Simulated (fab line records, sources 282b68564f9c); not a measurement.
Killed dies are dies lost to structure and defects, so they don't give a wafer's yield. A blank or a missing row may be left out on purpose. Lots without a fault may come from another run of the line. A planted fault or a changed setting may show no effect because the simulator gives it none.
Which tool did it? | flow rit_cmos | 13 lots, 39 wafers sampled, at 6 steps of a route of 202

WHAT THE GAUGES READ, wafer by wafer
RIT_GATE_THK_MEAS_09.
lot  | measured    | on            | GATE_POLY_THK (nm)
L557 | day 2 16:56 | film_metro-04 | 252.2 247.7 249.6
L558 | day 2 18:44 | film_metro-04 | 250.3 248.1 249.3
L559 | day 2 23:37 | film_metro-01 | 247.3 247.9 246.8
L560 | day 3 06:25 | film_metro-03 | 248.4 248.3 246.5
L561 | day 3 08:03 | film_metro-01 | 250.1 249.0 250.8
L562 | day 3 13:52 | film_metro-03 | 251.7 252.5 251.8
L563 | day 3 19:20 | film_metro-01 | 246.9 246.4 244.7
L567 | day 4 17:56 | film_metro-01 | 249.1 251.3 251.2
L573 | day 5 21:35 | film_metro-03 | 275.7 276.0 276.0
L574 | day 6 00:49 | film_metro-03 | 250.8 251.9 249.1
L575 | day 6 05:48 | film_metro-01 | 248.1 248.2 248.3
L576 | day 6 10:56 | film_metro-03 | 245.7 248.2 248.7
L580 | day 7 07:13 | film_metro-01 | 250.0 249.0 248.8

RIT_GATE_CD_MEAS_90: target cd 150 nm.
lot  | measured    | on        | cd_nm (nm)
L557 | day 2 18:37 | cd_sem-02 | 149.5 149.8 148.4
L558 | day 2 20:24 | cd_sem-02 | 149.9 149.4 148.9
L559 | day 3 01:25 | cd_sem-02 | 147.8 147.5 147.9
L560 | day 3 08:07 | cd_sem-02 | 149.3 151.6 149.0
L561 | day 3 09:46 | cd_sem-02 | 152.7 154.6 154.6
L562 | day 3 15:35 | cd_sem-01 | 146.6 147.0 149.3
L563 | day 3 20:59 | cd_sem-01 | 149.0 148.8 148.6
L567 | day 4 19:26 | cd_sem-02 | 149.8 150.6 148.2
L573 | day 5 23:06 | cd_sem-01 | 150.9 150.6 150.8
L574 | day 6 02:26 | cd_sem-01 | 147.5 146.1 146.1
L575 | day 6 07:18 | cd_sem-01 | 144.9 144.4 146.6
L576 | day 6 12:29 | cd_sem-02 | 148.2 146.4 149.0
L580 | day 7 09:02 | cd_sem-01 | 148.9 148.8 149.2

RIT_SDANNEAL_RS_MEAS_07: measures by four-point-probe.
lot  | measured    | on            | NLDD_RS (ohm/sq)
L557 | day 3 07:02 | film_metro-01 | 151.9 151.7 151.5
L558 | day 3 10:16 | film_metro-01 | 151.3 152.1 151.2
L559 | day 3 13:57 | film_metro-04 | 152.1 151.6 151.4
L560 | day 3 20:28 | film_metro-04 | 151.1 150.9 151.5
L561 | day 3 22:22 | film_metro-01 | 151.2 151.7 151.7
L562 | day 4 05:05 | film_metro-04 | 151.8 152.0 152.4
L563 | day 4 10:23 | film_metro-04 | 152.6 152.2 152.6
L567 | day 5 08:09 | film_metro-02 | 151.2 151.1 151.0
L573 | day 6 11:28 | film_metro-02 | 152.0 151.7 151.9
L574 | day 6 15:33 | film_metro-01 | 152.6 152.7 152.3
L575 | day 6 20:09 | film_metro-02 | 151.5 151.7 151.4
L576 | day 7 01:16 | film_metro-04 | 151.4 151.5 150.6
L580 | day 7 21:19 | film_metro-01 | 151.4 151.5 151.5

WHICH TOOL RAN EACH LOT (tool, then ch and the chambers of the sampled wafers, then the start)
lot  | RIT_ACTIVE_STRIP_14                 | RIT_GATE_CVD_08            | RIT_GATE_ETCH_19
L557 | plasma_asher-03 ch 0,1, day 1 14:59 | lpcvd-01 ch 0, day 2 15:19 | rie_si-01 ch 0,1, day 2 18:17
L558 | plasma_asher-02 ch 1, day 1 19:58   | lpcvd-02 ch 1, day 2 17:07 | rie_si-02 ch 1,3, day 2 20:05
L559 | plasma_asher-03 ch 0,1, day 2 01:46 | lpcvd-01 ch 1, day 2 21:59 | rie_si-01 ch 1,2, day 3 01:08
L560 | plasma_asher-04 ch 0,1, day 2 07:41 | lpcvd-01 ch 1, day 3 04:47 | rie_si-02 ch 0,2, day 3 07:49
L561 | plasma_asher-03 ch 0,1, day 2 12:26 | lpcvd-01 ch 0, day 3 06:25 | rie_si-01 ch 0,2, day 3 09:26
L562 | plasma_asher-04 ch 0,1, day 2 16:40 | lpcvd-02 ch 1, day 3 12:15 | rie_si-02 ch 0,1,2, day 3 15:18
L563 | plasma_asher-04 ch 0,1, day 2 21:27 | lpcvd-02 ch 0, day 3 17:43 | rie_si-01 ch 0,1,2, day 3 20:40
L567 | plasma_asher-04 ch 0,1, day 3 16:53 | lpcvd-01 ch 0, day 4 16:19 | rie_si-01 ch 0,1,2, day 4 19:08
L573 | plasma_asher-04 ch 0,1, day 4 22:54 | lpcvd-02 ch 0, day 5 19:56 | rie_si-02 ch 0,1,3, day 5 22:47
L574 | plasma_asher-04 ch 0,1, day 5 03:50 | lpcvd-02 ch 1, day 5 23:12 | rie_si-01 ch 0,1,3, day 6 02:10
L575 | plasma_asher-03 ch 0,1, day 5 08:58 | lpcvd-01 ch 1, day 6 04:11 | rie_si-02 ch 1,2, day 6 07:01
L576 | plasma_asher-03 ch 0,1, day 5 13:55 | lpcvd-02 ch 1, day 6 09:19 | rie_si-01 ch 0,2,3, day 6 12:11
L580 | plasma_asher-04 ch 0,1, day 6 09:50 | lpcvd-01 ch 1, day 7 05:35 | rie_si-01 ch 0,1,2, day 7 08:44
- RIT_ACTIVE_STRIP_14: strips in O2, time 180 s.
- RIT_GATE_CVD_08: deposits poly-Si from SiH4, target thk 250 nm, time 2220 s.
- RIT_GATE_ETCH_19: etches poly-Si in SF6/CHF3/O2, stops on SiO2, time 165 s, target depth 312.5 nm.

WHAT THE TOOLS THEMSELVES READ (means of the sampled wafers that have a number; where no wafer has one, the mark that the record gives instead)
RIT_ACTIVE_STRIP_14.
lot  | tool            | drypump_motor_current_A (A)
L557 | plasma_asher-03 | 5.7
L558 | plasma_asher-02 | 6.2
L559 | plasma_asher-03 | 5.7
L560 | plasma_asher-04 | 5.7
L561 | plasma_asher-03 | 5.7
L562 | plasma_asher-04 | 5.7
L563 | plasma_asher-04 | 5.4
L567 | plasma_asher-04 | 5.7
L573 | plasma_asher-04 | 5.4
L574 | plasma_asher-04 | 5.4
L575 | plasma_asher-03 | 5.7
L576 | plasma_asher-03 | 5.7
L580 | plasma_asher-04 | 5.4

RIT_GATE_CVD_08.
lot  | tool     | sih4_flow_sccm (sccm)
L557 | lpcvd-01 | 99.7
L558 | lpcvd-02 | 99.9
L559 | lpcvd-01 | 100.0
L560 | lpcvd-01 | 100.3
L561 | lpcvd-01 | 100.1
L562 | lpcvd-02 | 99.9
L563 | lpcvd-02 | 99.6
L567 | lpcvd-01 | 99.9
L573 | lpcvd-02 | 99.8
L574 | lpcvd-02 | 100.0
L575 | lpcvd-01 | 100.1
L576 | lpcvd-02 | 99.8
L580 | lpcvd-01 | 100.4

RIT_GATE_ETCH_19.
lot  | tool      | O2_flow_sccm (sccm) | drypump_motor_current_A (A) | oes_product_au (a.u.) | throttle_valve_pct (%)
L557 | rie_si-01 | 4.988               | 5.4                         | 0.847                 | 10.13
L558 | rie_si-02 | 5.018               | 5.5                         | 0.853                 | 10.16
L559 | rie_si-01 | 5.012               | 5.3                         | 0.843                 | 10.16
L560 | rie_si-02 | 4.985               | 6.5                         | 0.845                 | 10.12
L561 | rie_si-01 | 5.016               | 5.3                         | 0.843                 | 10.12
L562 | rie_si-02 | 5.013               | 6.3                         | 0.858                 | 10.11
L563 | rie_si-01 | 4.992               | 5.3                         | 0.835                 | 10.15
L567 | rie_si-01 | 4.997               | 5.4                         | 0.843                 | 10.15
L573 | rie_si-02 | 4.995               | 5.9                         | 0.919                 | 10.18
L574 | rie_si-01 | 5.015               | 5.5                         | 0.842                 | 10.22
L575 | rie_si-02 | 4.996               | 5.9                         | 0.838                 | 10.10
L576 | rie_si-01 | 4.995               | 5.4                         | 0.833                 | 10.22
L580 | rie_si-01 | 4.993               | 5.3                         | 0.842                 | 10.15

THE ANSWER, worked out from the rows above alone
Rule: what is usual is taken from the lots themselves. Put in order of their means at a reading, lots are off if they are a third of the lots or fewer, leave a main group of 4 or more, and stand apart from it by a gap of 3 or more times the standard deviation of the main group's means; of several such gaps the widest counts. A main group whose means are all the same, to the digits that the tables above print for the reading, isn't used. A lot without any number at a reading at which 4 lots or more have one is off too. The other lots that the step has rows for count as sound. The gauges are gone through in route order, then the tools' own readings, and for those a lot's mean is taken as printed above. The first step at which some lot is off is used, and at that step the reading that is off furthest; a lot without a number counts as furthest.
Off: L573, at RIT_GATE_THK_MEAS_09 (GATE_POLY_THK). The main group: mean 249.0 nm, standard deviation 1.6.
A tool fits if, at a process step before that reading, it ran every lot that is off, and no sound lot after the first of them. The gauges at RIT_GATE_THK_MEAS_09 aren't tried: what is off there is off at RIT_GATE_ETCH_19 too, on other tools, and a gauge's error can't cause that. None of those tried fits.

WHAT THE SIMULATOR HAD PUT IN
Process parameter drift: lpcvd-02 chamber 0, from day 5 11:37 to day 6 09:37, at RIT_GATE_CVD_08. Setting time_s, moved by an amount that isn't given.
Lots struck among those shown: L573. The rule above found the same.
